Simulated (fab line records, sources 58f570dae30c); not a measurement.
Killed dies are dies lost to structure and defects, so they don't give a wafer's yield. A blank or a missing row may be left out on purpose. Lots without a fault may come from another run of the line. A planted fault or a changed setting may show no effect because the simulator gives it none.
Problem report in the 8D (eight disciplines) form, filled by code | flow berkeley_cmos170 | the parts of the form that need people (team, actions taken, sign-off) are left out

1. THE PROBLEM
V1_TEOS_THK at UCB170_V1_THK_MEAS_01 reads a mean of 2947 nm on 2 wafers of 2 lots; wafers without a fault read 2003 nm with a standard deviation of 28. That is +34 standard deviations from the usual mean.
First seen on wafer L303.5, day 10 05:43, on film_metro-01. The record holds 33 wafers of 11 lots with a number at this step. Rule for "out", or "out of limits": more than 4 standard deviations from the usual mean. The other wafers with a number count as sound.

2. WHAT IT IS AND WHAT IT IS NOT
question                    | is                           | is not
which readings at this step | V1_TEOS_THK                  | -
which lots                  | L303, L305                   | L290, L291, L292, L293, L307, L308, L309, L311, L312
which wafers of those lots  | L303.5, L305.1               | L303.1, L303.6, L305.3, L305.6
read on which gauges        | film_metro-01, film_metro-02 | film_metro-03
when                        | from day 10 05:43            | up to then (14 sound wafers); but 17 sound wafers of L305, L307, L308, L309, L311, L312 came after

3. SUSPECTS, AND WHAT RULES EACH OUT
Counting: a tool at a process step up to the reading stays a suspect if it ran every lot that is out. Sound lots after the first of them don't rule it out here, since some wafers of a struck lot are sound.
- the gauge at UCB170_V1_THK_MEAS_01: ruled out. The wafers that are out were read on 2 gauges (film_metro-01, film_metro-02).
- pecvd-04 at UCB170_V1_CVD_00 (deposits SiO2 from TEOS/O2, target thk 2000 nm, time 250 s): kept. It ran every lot that is out, first L303 (day 10 05:29); its last sound lot up to then is L292 (day 8 04:31).
- Within pecvd-04 at UCB170_V1_CVD_00: the wafers that are out ran in chamber 1; their sound lot-mates ran in chambers 0, 2.
Left after counting: pecvd-04 at UCB170_V1_CVD_00.

4. THE CAUSE (what the simulator had put in)
Process parameter drift: pecvd-04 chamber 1, from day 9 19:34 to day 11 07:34, at UCB170_V1_CVD_00. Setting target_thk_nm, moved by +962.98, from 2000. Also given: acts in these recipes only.
Counting left only this tool.

5. THE CHAIN OF EFFECTS, in route order
Each row: a reading whose mean over the struck wafers that have a number lies more than 3 standard deviations from the usual. Only readings for which the record gives a usual standard deviation are gone through. hours: the time from each lot's start at the first step in this table that gives one to its start at this step, as a median over the lots. sigmas: the change in usual standard deviations.
hours | step                  | reading     | usual   | on struck wafers | change | sigmas
0     | UCB170_V1_THK_MEAS_01 | V1_TEOS_THK | 2003 nm | 2947             | +944   | +34

6. WHAT WOULD HAVE CAUGHT IT SOONER
In this record the first reading out of limits at a measuring or inspecting step was taken at day 10 05:43, 10 hours after the fault began at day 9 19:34.
Of the tool readings at UCB170_V1_CVD_00 for which the record gives a usual standard deviation, none was out on any struck wafer, so an alarm limit of 4 standard deviations on them would not have fired.
Of the lots that are out (2), L305 began UCB170_V1_CVD_00 on pecvd-04 after day 10 05:43. A hold on the tool at that time would have spared it.
